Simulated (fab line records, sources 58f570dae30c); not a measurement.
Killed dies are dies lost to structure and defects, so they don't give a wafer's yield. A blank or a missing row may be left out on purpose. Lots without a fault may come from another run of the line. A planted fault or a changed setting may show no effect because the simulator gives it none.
Which tool did it? | flow berkeley_cmos170 | 14 lots, 42 wafers sampled, at 2 steps of a route of 331

WHAT THE GAUGES READ, wafer by wafer
UCB170_NVT_TW_MEAS_09. Usual: NVT_TW 519, standard deviation 4.2.
lot  | measured     | on            | NVT_TW      | flag
L723 | day 5 04:04  | film_metro-04 | 521 515 519 |
L724 | day 5 15:51  | film_metro-03 | 522 521 519 |
L725 | day 5 16:07  | film_metro-04 | 521 518 519 |
L726 | day 6 06:01  | film_metro-03 | 520 518 522 |
L727 | day 6 13:50  | film_metro-03 | 519 518 519 |
L729 | day 6 14:11  | film_metro-03 | 518 519 517 |
L730 | day 7 04:19  | film_metro-04 | 519 519 521 |
L733 | day 8 01:49  | film_metro-03 | 521 521 522 |
L734 | day 8 07:26  | film_metro-03 | 524 519 522 |
L740 | day 9 06:21  | film_metro-01 | 513 512 516 |
L742 | day 9 19:58  | film_metro-01 | 475 477 477 | OFF
L744 | day 10 05:25 | film_metro-01 | 475 480 477 | OFF
L745 | day 10 05:42 | film_metro-03 | 520 520 519 |
L746 | day 10 05:58 | film_metro-01 | 513 515 517 |

WHICH TOOL RAN EACH LOT (tool, then ch and the chambers of the sampled wafers, then the start)
lot  | UCB170_NVT_IMPLANT_07
L723 | implanter-03 ch 0, day 5 03:49
L724 | implanter-02 ch 0, day 5 15:36
L725 | implanter-04 ch 0, day 5 15:52
L726 | implanter-02 ch 0, day 6 05:46
L727 | implanter-03 ch 0, day 6 13:35
L729 | implanter-02 ch 0, day 6 13:53
L730 | implanter-02 ch 0, day 7 04:04
L733 | implanter-02 ch 0, day 8 01:34
L734 | implanter-04 ch 0, day 8 07:11
L740 | implanter-03 ch 0, day 9 06:06
L742 | implanter-02 ch 0, day 9 19:44
L744 | implanter-02 ch 0, day 10 05:11
L745 | implanter-03 ch 0, day 10 05:29
L746 | implanter-04 ch 0, day 10 05:44
- UCB170_NVT_IMPLANT_07

WHAT THE TOOLS THEMSELVES READ (means of the sampled wafers that have a number; where no wafer has one, the mark that the record gives instead)
UCB170_NVT_IMPLANT_07. Usual: dose_ions_cm2 3e+12, standard deviation 3.4e+09; end_station_pressure_torr 5.02e-06 Torr, standard deviation 2.8e-07; faraday_current_uA 9.53, standard deviation 0.18.
lot  | tool         | dose_ions_cm2 | end_station_pressure_torr (Torr) | faraday_current_uA | flag
L723 | implanter-03 | 3e+12         | 4.97e-06                         | 9.54               |
L724 | implanter-02 | 3e+12         | 5.12e-06                         | 9.63               |
L725 | implanter-04 | 3e+12         | 5.02e-06                         | 9.53               |
L726 | implanter-02 | 3e+12         | 4.98e-06                         | 9.56               |
L727 | implanter-03 | 3e+12         | 5.06e-06                         | 9.34               |
L729 | implanter-02 | 3e+12         | 4.84e-06                         | 9.61               |
L730 | implanter-02 | 3e+12         | 4.97e-06                         | 9.61               |
L733 | implanter-02 | 3e+12         | 5.27e-06                         | 9.44               |
L734 | implanter-04 | 3e+12         | 5.17e-06                         | 9.39               |
L740 | implanter-03 | 3e+12         | 5.12e-06                         | 9.61               |
L742 | implanter-02 | 2e+12         | 5.09e-06                         | 7.38               | OFF
L744 | implanter-02 | 2e+12         | 5.02e-06                         | 7.32               | OFF
L745 | implanter-03 | 3e+12         | 5.11e-06                         | 9.55               |
L746 | implanter-04 | 3e+12         | 5.25e-06                         | 9.38               |

THE ANSWER, worked out from the rows above alone
Rule: a lot is off if the mean of its wafers that have a number lies more than 3 standard deviations from the usual mean. A lot without any number at a reading at which 4 lots or more have one is off too. The other lots that the step has rows for count as sound. The gauges are gone through in route order, then the tools' own readings, and for those a lot's mean is taken as printed above. The first step at which some lot is off is used, and at that step the reading that is off furthest; a lot without a number counts as furthest.
Off: L742, L744, at UCB170_NVT_TW_MEAS_09 (NVT_TW).
A tool fits if, at a process step before that reading, it ran every lot that is off, and no sound lot after the first of them. The gauges at UCB170_NVT_TW_MEAS_09 aren't tried: what is off there is off at UCB170_NVT_IMPLANT_07 too, on other tools, and a gauge's error can't cause that. One fits: implanter-02 at UCB170_NVT_IMPLANT_07. Its last sound lot is L733 (day 8 01:34), its first lot that is off L742 (day 9 19:44): a fault that began between those two fits.
The tool's own readings at UCB170_NVT_IMPLANT_07 bear it out: on the lots that are off they differ by more than 5 times the standard deviation of the sound lots' means. dose_ions_cm2 reads 2e+12 there against 3e+12 on the sound lots; faraday_current_uA reads 7.35 there against 9.52 on the sound lots.

WHAT THE SIMULATOR HAD PUT IN
Process parameter drift: implanter-02, from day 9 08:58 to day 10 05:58, at UCB170_NVT_IMPLANT_07. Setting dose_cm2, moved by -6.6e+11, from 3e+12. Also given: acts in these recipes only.
Lots struck among those shown: L742, L744. The rule above found the same.
